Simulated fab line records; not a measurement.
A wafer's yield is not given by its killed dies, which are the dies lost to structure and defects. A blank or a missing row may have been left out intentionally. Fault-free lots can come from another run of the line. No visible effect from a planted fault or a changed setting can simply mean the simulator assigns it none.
Split-lot study :: flow rit cmos :: on a route of 202 steps: 5 lots, 23 wafers read

## THE SPLIT
At RIT_CONTACT_SOFTBAKE_04 (time 60 s), the setting temp c was moved away from the recipe's 90 C on 6 of the 23 wafers read, by -3.5% to -3.1%. All remaining wafers had this setting at the recipe value.

## FROM THE SPLIT TO THE READING: what the file shows between them, 2 steps
- RIT_CONTACT_EXPOSE_05: exposes mask M11, target cd 1000 nm
- RIT_CONTACT_PEB_06

## THE READING
NOVOLAK_of_CONTACT_COAT_03.thk nm (the simulator's own value, which no gauge read), in nm, at RIT_CONTACT_DEVELOP_07 (develop time 120 s). There is no usual value for it anywhere in the file. Average 999.1 nm, standard deviation 2 nm, over the 17 wafers here run with the recipe.

wafer: L076.1
tool, chamber at the split: litho track-01, 0
temp c as run, C: 90
against the recipe: recipe
NOVOLAK_of_CONTACT_COAT_03.thk nm, nm: 1001
against lot-mates on the recipe: -

wafer: L076.4
tool, chamber at the split: litho track-01, 0
temp c as run, C: 90
against the recipe: recipe
NOVOLAK_of_CONTACT_COAT_03.thk nm, nm: 1001
against lot-mates on the recipe: -

wafer: L076.2
tool, chamber at the split: litho track-01, 0
temp c as run, C: 90
against the recipe: recipe
NOVOLAK_of_CONTACT_COAT_03.thk nm, nm: 1002
against lot-mates on the recipe: -

wafer: L076.5
tool, chamber at the split: litho track-01, 0
temp c as run, C: 90
against the recipe: recipe
NOVOLAK_of_CONTACT_COAT_03.thk nm, nm: 1002
against lot-mates on the recipe: -

wafer: L076.3
tool, chamber at the split: litho track-01, 0
temp c as run, C: 90
against the recipe: recipe
NOVOLAK_of_CONTACT_COAT_03.thk nm, nm: 998.1
against lot-mates on the recipe: -

wafer: L080.1
tool, chamber at the split: litho track-03, 0
temp c as run, C: 86.88
against the recipe: -3.5%
NOVOLAK_of_CONTACT_COAT_03.thk nm, nm: 1006
against lot-mates on the recipe: +5.5

wafer: L080.2
tool, chamber at the split: litho track-03, 0
temp c as run, C: 90
against the recipe: recipe
NOVOLAK_of_CONTACT_COAT_03.thk nm, nm: 1001
against lot-mates on the recipe: -

wafer: L080.3
tool, chamber at the split: litho track-03, 0
temp c as run, C: 90
against the recipe: recipe
NOVOLAK_of_CONTACT_COAT_03.thk nm, nm: 1000
against lot-mates on the recipe: -

wafer: L080.4
tool, chamber at the split: litho track-03, 0
temp c as run, C: 86.88
against the recipe: -3.5%
NOVOLAK_of_CONTACT_COAT_03.thk nm, nm: 1008
against lot-mates on the recipe: +7.5

wafer: L080.6
tool, chamber at the split: litho track-03, 0
temp c as run, C: 86.88
against the recipe: -3.5%
NOVOLAK_of_CONTACT_COAT_03.thk nm, nm: 1010
against lot-mates on the recipe: +9.5

wafer: L082.1
tool, chamber at the split: litho track-02, 0
temp c as run, C: 90
against the recipe: recipe
NOVOLAK_of_CONTACT_COAT_03.thk nm, nm: 1000
against lot-mates on the recipe: -

wafer: L082.2
tool, chamber at the split: litho track-02, 0
temp c as run, C: 90
against the recipe: recipe
NOVOLAK_of_CONTACT_COAT_03.thk nm, nm: 996.2
against lot-mates on the recipe: -

wafer: L082.6
tool, chamber at the split: litho track-02, 0
temp c as run, C: 90
against the recipe: recipe
NOVOLAK_of_CONTACT_COAT_03.thk nm, nm: 997
against lot-mates on the recipe: -

wafer: L083.1
tool, chamber at the split: litho track-02, 0
temp c as run, C: 90
against the recipe: recipe
NOVOLAK_of_CONTACT_COAT_03.thk nm, nm: 995.5
against lot-mates on the recipe: -

wafer: L083.2
tool, chamber at the split: litho track-02, 0
temp c as run, C: 90
against the recipe: recipe
NOVOLAK_of_CONTACT_COAT_03.thk nm, nm: 999.5
against lot-mates on the recipe: -

wafer: L083.4
tool, chamber at the split: litho track-02, 0
temp c as run, C: 90
against the recipe: recipe
NOVOLAK_of_CONTACT_COAT_03.thk nm, nm: 996.7
against lot-mates on the recipe: -

wafer: L083.5
tool, chamber at the split: litho track-02, 0
temp c as run, C: 90
against the recipe: recipe
NOVOLAK_of_CONTACT_COAT_03.thk nm, nm: 998
against lot-mates on the recipe: -

wafer: L083.6
tool, chamber at the split: litho track-02, 0
temp c as run, C: 90
against the recipe: recipe
NOVOLAK_of_CONTACT_COAT_03.thk nm, nm: 997.2
against lot-mates on the recipe: -

wafer: L084.1
tool, chamber at the split: litho track-03, 0
temp c as run, C: 90
against the recipe: recipe
NOVOLAK_of_CONTACT_COAT_03.thk nm, nm: 1001
against lot-mates on the recipe: -

wafer: L084.2
tool, chamber at the split: litho track-03, 0
temp c as run, C: 90
against the recipe: recipe
NOVOLAK_of_CONTACT_COAT_03.thk nm, nm: 998.6
against lot-mates on the recipe: -

wafer: L084.3
tool, chamber at the split: litho track-03, 0
temp c as run, C: 87.24
against the recipe: -3.1%
NOVOLAK_of_CONTACT_COAT_03.thk nm, nm: 1010
against lot-mates on the recipe: +10.2

wafer: L084.4
tool, chamber at the split: litho track-03, 0
temp c as run, C: 87.24
against the recipe: -3.1%
NOVOLAK_of_CONTACT_COAT_03.thk nm, nm: 1007
against lot-mates on the recipe: +7.2

wafer: L084.5
tool, chamber at the split: litho track-03, 0
temp c as run, C: 87.24
against the recipe: -3.1%
NOVOLAK_of_CONTACT_COAT_03.thk nm, nm: 1011
against lot-mates on the recipe: +11.2

THE FIT
A straight line over all 23 wafers: NOVOLAK_of_CONTACT_COAT_03.thk nm changes by -2.9 nm for each +1% of temp c; r = -0.90; the points scatter about the line by 2.1 nm.
The same after taking each lot's own level away (the mean of its wafers on the recipe; 23 wafers): -2.57 nm for each +1%; r = -0.91; scatter 1.7 nm.
That fit puts the effect of the largest move of temp c on the reading at 8.9 nm.
The lots' own levels span 997.38 to 1000.82 nm, that is 1.7 times the standard deviation above.
Hence the slope depends on the lot-to-lot level, as the two fits are not the same.
Check: +9.73 nm against its lot-mates is what the line predicts for one of the wafers moved furthest among these (-3.5%) when that wafer is left out of the fit. Against them it came out at +5.5 nm.

## THESE WAFERS: OTHER SPLITS
Note: prior to the reading, these wafers also went through further splits. Each is held against what the fit with the lots' levels taken away leaves over:
other split on the same wafers: RIT_SPACER_ETCHBACK_05 time s
wafers away from the commonest value: 7
r with NOVOLAK_of_CONTACT_COAT_03.thk nm (lot level and that fit taken away): -0.02

other split on the same wafers: RIT_NSD_IMPLANT_08 dose cm2
wafers away from the commonest value: 5
r with NOVOLAK_of_CONTACT_COAT_03.thk nm (lot level and that fit taken away): +0.04

other split on the same wafers: RIT_SDANNEAL_CLEAN_02 time s
wafers away from the commonest value: 10
r with NOVOLAK_of_CONTACT_COAT_03.thk nm (lot level and that fit taken away): +0.01

other split on the same wafers: RIT_SILICIDE_SPUTTER_01 power w
wafers away from the commonest value: 8
r with NOVOLAK_of_CONTACT_COAT_03.thk nm (lot level and that fit taken away): +0.22

## THE FILE'S OWN FIT
NOVOLAK_of_CONTACT_COAT_03.thk nm changes by -2.56 nm for each +1% of temp c, r = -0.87.
